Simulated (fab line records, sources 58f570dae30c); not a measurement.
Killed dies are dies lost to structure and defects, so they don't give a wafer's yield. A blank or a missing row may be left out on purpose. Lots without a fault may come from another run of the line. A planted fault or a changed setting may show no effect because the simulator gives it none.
fab line records | flow berkeley_cmos170
record lots=5 wafers=15 last_day=11
route steps=331 shown PVT@123 GATE@125 FIELD@126
lots that met no fault: from a run of the same line without faults
start_h: hours from the record's first day to the start of the lot's first wafer shown | wait_h: hours since the lot's step before | " the same as in the row above | L1.1+2: a row that stands for several wafers | - no value, or no start given | * or withheld: withheld | < > ~ a bound
route shown NAME@n: a module of which the file shows steps, and the number in the route of the first | usual: mean/standard deviation of fault-free wafers | same: alike in all rows | chamber/n: place in a boat | sites: the reading at each site | _std_site: their standard deviation | _edge_site: outer sites' mean less inner sites' | radius_mm: how far each site lies from the wafer's centre | mask NAME#n: copy n | behind: the tool/chamber that last shaped the wafer | hold: why the lot was held/for how many hours/how that ended | device: the transistor (n, p or np) that didn't switch | end of line: the same wafers' tests at the end of the route | a step without rows: its recipe alone | killed: dies lost to structure and defects at the first sort, not the wafer's yield | map: a wafer's dies, x killed, . not, _ none there
set.NAME: the setting as run; set.NAME@STEP: as run at that earlier step | model.NAME: the simulator's own value behind a step, which no gauge read
lots at some steps of the route; a table a step, a row a wafer
services: from which hour (start_h, from the record's first day; less than 0 if before it) a tool's chamber was out of use, for how many hours, and why
## steps
# step UCB170_PVT_STRIP_08
# recipe chemistry=O2 power_w=400 pressure_mtorr=3500 platen_temp_c=withheld o2_flow_sccm=400 overash_fraction=0.5
# usual drypump_motor_current_A=5.9/0.59 oes_product_au=0.734/0.0041 strip_time_to_endpoint_s=21.63/0.066
# same overash_fraction=0.5
# columns lot.wafer tool chamber start_h wait_h drypump_motor_current_A oes_product_au rf_hours_counter_h strip_time_to_endpoint_s
L616.2 plasma_asher-04 1 137.69 0.1 5.3 0.739 32 21.58
L616.4 " 1 " " 5.3 0.730 - 21.66
L616.6 " 0 " " 6.5 0.730 - 21.67
L619.2 plasma_asher-03 0 147.75 0.1 5.9 0.735 45 21.73
L619.4 " 1 " " 5.8 0.734 - 21.65
L619.5 " 0 " " 5.9 0.732 - 21.61
L624.1 plasma_asher-03 0 174.20 0.1 5.9 0.732 47 21.67
L624.4 " 0 " " 5.9 0.734 - 21.62
L624.6 " 1 " " 5.8 0.729 - 21.67
L630.2 plasma_asher-04 1 190.83 0.1 5.3 0.732 40 21.61
L630.3 " 1 " " 5.3 0.730 - 21.59
L630.4 " 0 " " 6.5 0.739 - 21.61
L636.1 plasma_asher-02 0 214.05 0.1 6.8 0.737 11 21.73
L636.4 " 0 " " 6.8 0.736 - 21.83
L636.5 " 0 " " 6.8 0.732 - 21.75
# step UCB170_PVT_TW_MEAS_09
# usual PVT_TW=508.2/2.3
# columns lot.wafer tool chamber start_h wait_h PVT_TW
L616.2 film_metro-01 - 137.80 0.1 503.8
L616.4 " - " " 505.2
L616.6 " - " " 505.3
L619.2 film_metro-04 - 147.86 0.1 508.5
L619.4 " - " " 507.1
L619.5 " - " " 505.9
L624.1 film_metro-01 - 174.30 0.1 507.7
L624.4 " - " " 506.5
L624.6 " - " " 507.8
L630.2 film_metro-02 - 190.94 0.1 512.3
L630.3 " - " " 508.4
L630.4 " - " " 508.6
L636.1 film_metro-04 - 214.15 0.1 510.2
L636.4 " - " " 510.7
L636.5 " - " " 512.6
# step UCB170_GATE_WET_ETCH_00
# recipe chemistry=dHF dilution=25:1 target=SiO2 temp_c=25 time_s=200
# step UCB170_FIELD_THK_MEAS_91
# recipe reads=SiO2_of_FIELD_OXIDATION_01
# usual FIELD_OXIDE_LEFT_2_THK=349/11
# columns lot.wafer tool chamber start_h wait_h FIELD_OXIDE_LEFT_2_THK[nm]
L616.2 film_metro-04 - 137.93 0.0 345
L616.4 " - " " 335
L616.6 " - " " 338
L619.2 film_metro-02 - 148.72 0.1 343
L619.4 " - " " 345
L619.5 " - " " 353
L624.1 film_metro-02 - 174.42 0.0 353
L624.4 " - " " 352
L624.6 " - " " 356
L630.2 film_metro-01 - 193.18 0.0 319
L630.3 " - " " 325
L630.4 " - " " 328
L636.1 film_metro-02 - 214.31 0.0 353
L636.4 " - " " 359
L636.5 " - " " 353
# step UCB170_GATE_OXIDATION_01
# recipe temp_c=850 ambient=O2 target_thk_a=66 ox_time_s=1800
# step UCB170_GATE_THK_MEAS_02
# recipe reads=SiO2_of_GATE_OXIDATION_01
# usual GATE_OXIDE_THK=6.61/0.1
# columns lot.wafer tool chamber start_h wait_h GATE_OXIDE_THK[nm]
L616.2 film_metro-04 - 139.77 0.0 6.57
L616.4 " - " " 6.65
L616.6 " - " " 6.53
L619.2 film_metro-03 - 152.11 0.1 6.61
L619.4 " - " " 6.51
L619.5 " - " " 6.61
L624.1 film_metro-03 - 177.26 0.1 6.59
L624.4 " - " " 6.61
L624.6 " - " " 6.54
L630.2 film_metro-02 - 195.00 0.0 6.65
L630.3 " - " " 6.58
L630.4 " - " " 6.81
L636.1 film_metro-02 - 218.20 0.0 6.40
L636.4 " - " " 6.49
L636.5 " - " " 6.39
# step UCB170_GATE_ANNEAL_03
# recipe temp_c=900 time_s=1800 ambient=N2
# step UCB170_GATE_CVD_04
# recipe material=poly-Si temp_c=610 precursor=SiH4 time_s=1440 pressure_mtorr=357.8 target_thk_nm=214 sih4_flow_sccm=120
# step UCB170_GATE_THK_MEAS_05
# recipe reads=poly-Si_of_GATE_CVD_04
# usual GATE_POLY_THK=208.3/1.9
# columns lot.wafer tool chamber start_h wait_h GATE_POLY_THK[nm]
L616.2 film_metro-02 - 145.34 0.0 205.0
L616.4 " - " " 206.3
L616.6 " - " " 204.8
L619.2 film_metro-02 - 157.01 0.0 206.2
L619.4 " - " " 206.0
L619.5 " - " " 206.7
L624.1 film_metro-02 - 182.60 0.1 206.7
L624.4 " - " " 206.2
L624.6 " - " " 206.0
L630.2 film_metro-02 - 199.60 0.0 208.6
L630.3 " - " " 208.9
L630.4 " - " " 210.8
L636.1 film_metro-04 - 224.13 0.0 204.8
L636.4 " - " " 207.8
L636.5 " - " " 205.6
# step UCB170_GATE_COAT_06
# recipe resist=BARC temp_c=withheld time_s=withheld spin_rpm=3000 resist_thk_nm=withheld
# step UCB170_GATE_COAT_07
# recipe resist=KrF spin_rpm=1500 resist_thk_nm=900
# step UCB170_GATE_SOFTBAKE_08
# recipe resist=KrF temp_c=130 time_s=60
# step UCB170_GATE_EXPOSE_09
# recipe mask_id=POLY target_cd_nm=350 na=0.5 sigma_outer=0.6 source_shape=conventional dose_mj=21
# columns lot.wafer tool chamber start_h wait_h mask
L616.2+4+6 krf_scanner-01 0 147.16 - POLY#0
L619.2+4+5 krf_scanner-01 0 158.01 - POLY_R1#0
L624.1+4+6 krf_scanner-02 0 183.78 - POLY#0
L630.2+3+4 krf_scanner-02 0 200.45 - POLY#0
L636.1+4+5 krf_scanner-01 0 225.09 - POLY#0
# step UCB170_GATE_PEB_10
# recipe peb_temp_c=130 peb_time_s=withheld resist=KrF
# step UCB170_GATE_DEVELOP_11
# recipe developer=TMAH develop_time_s=45 resist=KrF dev_temp_c=21
# step UCB170_GATE_CD_MEAS_12
# recipe target_cd_nm=350
# usual cd_nm=350.0/1.3
# columns lot.wafer tool chamber start_h wait_h cd_nm
L616.2 cd_sem-02 - 148.18 - 349.1
L616.4 " - " " 348.7
L616.6 " - " " 348.5
L619.2 cd_sem-01 - 158.75 - 283.0
L619.4 " - " " 282.5
L619.5 " - " " 283.9
L624.1 cd_sem-01 - 184.29 - 347.9
L624.4 " - " " 349.7
L624.6 " - " " 348.7
L630.2 cd_sem-01 - 200.84 - 351.2
L630.3 " - " " 350.6
L630.4 " - " " 349.7
L636.1 cd_sem-02 - 225.64 - 349.7
L636.4 " - " " 350.3
L636.5 " - " " 350.8
# step UCB170_GATE_OVL_MEAS_13
# usual GATE_OVL=-1/4.7
# columns lot.wafer tool chamber start_h wait_h GATE_OVL[nm]
L616.2 overlay-02 - 148.29 0.1 0
L616.4 " - " " -4
L616.6 " - " " 1
L619.2 overlay-02 - 158.86 0.1 -5
L619.4 " - " " -4
L619.5 " - " " 0
L624.1 overlay-01 - 184.41 0.1 -3
L624.4 " - " " -1
L624.6 " - " " -7
L630.2 overlay-02 - 200.94 0.1 -2
L630.3 " - " " 0
L630.4 " - " " -8
L636.1 overlay-01 - 225.76 0.1 0
L636.4 " - " " -2
L636.5 " - " " 4
# step UCB170_GATE_ETCH_14
# recipe chemistry=N2/H2 target_depth_a=withheld overetch_a=withheld target=BARC time_s=withheld source_w=500 bias_w=100 pressure_mtorr=30 n2_flow_sccm=100 h2_flow_sccm=200
# usual drypump_motor_current_A=5.6/0.36 oes_product_au=1.004/0.018 throttle_valve_pct=13.31/0.22
# columns lot.wafer tool chamber start_h wait_h drypump_motor_current_A oes_product_au throttle_valve_pct
L616.2 rie_diel-02 1 148.32 0.0 5.6 1.008 13.23
L616.4 " 2 " " 6.2 1.012 12.99
L616.6 " 3 " " 5.4 1.041 13.14
L619.2 rie_diel-02 3 158.89 0.0 5.4 1.040 13.13
L619.4 " 3 " " 5.4 1.039 13.14
L619.5 " 2 " " 6.2 1.011 12.98
L624.1 rie_diel-02 2 184.45 0.0 6.2 1.008 12.98
L624.4 " 0 " " 5.8 1.001 13.07
L624.6 " 0 " " 5.8 0.991 13.07
L630.2 rie_diel-02 2 200.97 0.0 6.2 1.007 12.99
L630.3 " 0 " " 5.7 0.997 13.09
L630.4 " 1 " " 5.6 0.991 13.22
L636.1 rie_diel-04 2 225.80 0.0 5.8 1.009 13.68
L636.4 " 0 " " 5.8 0.991 13.54
L636.5 " 3 " " 5.2 0.999 13.42
# step UCB170_GATE_ETCH_15
# recipe chemistry=HBr/Cl2 target=poly-Si stop_on=SiO2 over_etch_frac=0.3 icp_w=300 bias_w=150 time_s=56.3 pressure_mtorr=15 HBr_flow_sccm=150 Cl2_flow_sccm=50 target_depth_a=2782
# usual drypump_motor_current_A=5.9/0.38 oes_product_au=0.820/0.012 throttle_valve_pct=26.43/0.18
# columns lot.wafer tool chamber start_h wait_h drypump_motor_current_A oes_product_au rf_hours_counter_h throttle_valve_pct model.GATE.cd_nm
L616.2 rie_si-02 0 148.36 - 5.5 0.797 117 26.37 350
L616.4 " 1 " " 5.2 0.821 9 26.35 349.5
L616.6 " 3 " " 6.1 0.807 - 26.53 349.3
L619.2 rie_si-01 3 158.93 - 5.9 0.824 83 26.66 283.3
L619.4 " 2 " " 6.3 0.834 2 26.62 282.2
L619.5 " 2 " " 6.4 0.828 - 26.63 284
L624.1 rie_si-02 3 184.49 - 6.1 0.817 46 26.54 347.9
L624.4 " 1 " " 5.1 0.813 9 26.35 349.7
L624.6 " 3 " " 6.1 0.816 - 26.53 349
L630.2 rie_si-02 2 201.02 - 6.3 0.840 1 26.30 351.8
L630.3 " 1 " " 5.2 0.820 9 26.34 351.2
L630.4 " 1 " " 5.2 0.828 - 26.34 349.7
L636.1 rie_si-02 0 225.84 - 5.5 0.810 0 26.40 349.9
L636.4 " 2 " " 6.3 0.831 - 26.30 350
L636.5 " 1 " " 5.2 0.817 - 26.35 351.6
# step UCB170_GATE_STRIP_16
# recipe chemistry=O2 power_w=400 pressure_mtorr=3500 platen_temp_c=withheld o2_flow_sccm=400 overash_fraction=0.5
# usual drypump_motor_current_A=6.1/0.59 oes_product_au=0.725/0.0045
# same overash_fraction=0.5
# columns lot.wafer tool chamber start_h wait_h drypump_motor_current_A oes_product_au rf_hours_counter_h
L616.2 plasma_asher-04 1 148.41 0.0 5.3 0.723 34
L616.4 " 1 " " 5.3 0.724 -
L616.6 " 0 " " 6.5 0.722 -
L619.2 plasma_asher-02 0 158.98 0.0 6.8 0.723 5
L619.4 " 0 " " 6.8 0.719 -
L619.5 " 0 " " 6.8 0.721 -
L624.1 plasma_asher-04 1 184.54 0.0 5.3 0.733 39
L624.4 " 1 " " 5.2 0.726 -
L624.6 " 0 " " 6.5 0.723 -
L630.2 plasma_asher-01 0 201.06 0.0 6.0 0.718 51
L630.3 " 0 " " 6.0 0.724 -
L630.4 " 1 " " 6.5 0.728 -
L636.1 plasma_asher-02 0 225.89 0.0 6.8 0.722 12
L636.4 " 0 " " 6.8 0.726 -
L636.5 " 1 " " 5.2 0.730 -
## services
# columns tool chamber start_h hours kind
rie_si-01 1 115.82 4.5 repair
krf_scanner-01 - 121.34 1.0 pm
plasma_asher-01 - 125.44 2.8 pm
rie_si-01 3 129.93 2.3 repair
krf_scanner-01 - 134.42 1.3 pm
rie_si-01 0 145.82 3.7 repair
rie_diel-02 1 153.79 - clean
rie_diel-02 1 153.79 21.3 scheduled_down
rie_diel-02 1 153.79 21.3 vent_cycle
rie_diel-04 - 154.08 0.5 repair
plasma_asher-03 - 154.94 2.8 pm
rie_si-02 2 155.29 14.2 repair
plasma_asher-03 - 163.50 9.4 repair
rie_si-01 - 174.08 4.3 pm
plasma_asher-02 - 177.81 9.5 repair
krf_scanner-01 - 184.25 21.0 pm
rie_si-02 0 185.88 - clean
rie_si-02 3 192.31 2.6 repair
krf_scanner-01 - 205.25 3.6 pm
krf_scanner-01 - 208.17 2.9 repair
rie_si-01 0 209.22 7.4 repair
rie_diel-02 - 223.14 2.8 pm
rie_diel-04 1 223.93 4.5 repair
rie_si-02 3 224.93 1.0 repair
## key
first_sign step=UCB170_GATE_EXPOSE_09 reading=mask direction=changed
effect step=UCB170_GATE_CD_MEAS_12 reading=cd_nm direction=down sigmas=50 usual=350.0 struck=283.1
model_effect step=UCB170_GATE_ETCH_15 value=GATE.cd_nm without=353.2 struck=283.2
met_at UCB170_GATE_EXPOSE_09
struck_wafers L619.2,L619.4,L619.5
later_rows_left_out L619.2,L619.4,L619.5
sort_left_out L619.2,L619.4,L619.5
tester_left_out L619
onset_between 147.16 158.01
fault kind=wrong_mask tool=any chamber=- onset_h=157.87 steps=UCB170_GATE_EXPOSE_09 aux_copy=POLY_R1#0 cd_offset_nm=-70 scope=struck_lots_only
# tester_left_out: of these lots the tester's yield and bins aren't shown, on N5 and GAA mostly nor the transistor test; their killed dies are dies lost to structure and defects alone, not to doping, threshold or leakage, so they don't give the yield
# sort_left_out: the simulated sort isn't trusted on such a fault, so these wafers' sort isn't shown, and their yield isn't known
# later_rows_left_out: the simulator's readings of these wafers behind a module that went badly wrong aren't trusted and aren't shown, but for the sort
